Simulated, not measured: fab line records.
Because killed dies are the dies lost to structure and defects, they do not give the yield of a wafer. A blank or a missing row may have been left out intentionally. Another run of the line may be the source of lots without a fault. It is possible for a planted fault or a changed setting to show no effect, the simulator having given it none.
Comparing a struck lot with a sound one -- flow ritCmos -- 15 steps out of a route of 202
Sound: wafers L439.1, L439.5, L439.6. Wafers L449.1, L449.2, L449.6 were the ones struck. The cause is named last.
Order at every step that has rows: each side's tool, ch and its chambers, its first start. Under that, the readings that differ: sound wafers -- struck wafers -- difference of the means -- sigmas: that difference in standard deviations of wafers without a fault.
alike: a reading whose means differ by less than 2 such deviations, as well as words and numbers matching on both sides. not compared: withheld readings; readings where some wafer has no value; bounds like >300 that might hide an equal value; numbers whose values overlap and for which the record gives no deviation.
A row with sigmas, a row that says differs or no value, or rows on one side alone: a step with any of these is where the two part. Numbers that have no deviation but don't overlap get no sigmas and don't part them. Lack of a reading on every wafer of one side parts them only where that side has two or more wafers.

first, 2 steps without rows for these wafers: RIT_NRETRO_PEB_04; RIT_NRETRO_DEVELOP_05 (develop time 68 s).
RIT_NRETRO_OVL_MEAS_06:
  struck on overlay-01, day 4 22:38; sound on overlay-02, day 2 13:22
reading,sound,struck,difference,sigmas
NRETRO_OVL (nm),-0.9 -0.7 -1.3,1.0 2.0 0.9,+2.3,+2
then, 2 steps without rows for these wafers: RIT_NRETRO_HARDBAKE_07 (time 120 s); RIT_NRETRO_IMPLANT_08.
RIT_NRETRO_STRIP_09: strips in O2, time 180 s.
  sound on plasmaAsher-04 ch 0,1, day 2 13:48; struck on plasmaAsher-02 ch 0,1, day 4 23:13
  alike: drypumpMotorCurrentA
  not compared: rfHoursCounterH
RIT_NRETRO_TW_MEAS_10:
  struck on filmMetro-03, day 4 23:23; sound on filmMetro-03, day 2 13:58
  alike: NRETRO_TW
then, 5 steps without rows for these wafers: RIT_PRETRO_HMDS_00 (prime time 60 s); RIT_PRETRO_COAT_01 (resist thk 1300 nm); RIT_PRETRO_SOFTBAKE_02 (time 60 s); RIT_PRETRO_EXPOSE_03 (exposes mask M5, target cd 43700 nm); RIT_PRETRO_PEB_04.
RIT_PRETRO_DEVELOP_05: develop time 68 s.
  sound on lithoTrack-01 ch 0, day 2 14:00; struck on lithoTrack-01 ch 0, day 5 00:00
reading,sound,struck,difference,sigmas
developerTempC (C),22.92 22.99 22.86,22.14 22.04 22.12,-0.82,-7
RIT_PRETRO_OVL_MEAS_06:
  struck on overlay-01, day 5 00:47; sound on overlay-02, day 2 15:02
  alike: PRETRO_OVL
RIT_M1_PROBE_99:
  struck on prober-02, day 6 10:27; sound on prober-01, day 3 20:26
  alike: killedAtContacts, killedAtFrontEnd, killedDies, killedOpen, killedShort

WHERE THEY PART
At RIT_NRETRO_OVL_MEAS_06 first; at RIT_PRETRO_DEVELOP_05 last (within this record only). Later steps at which nothing parts them and some readings are alike: RIT_PRETRO_OVL_MEAS_06, RIT_M1_PROBE_99.

WHY: what had been put in by the simulator
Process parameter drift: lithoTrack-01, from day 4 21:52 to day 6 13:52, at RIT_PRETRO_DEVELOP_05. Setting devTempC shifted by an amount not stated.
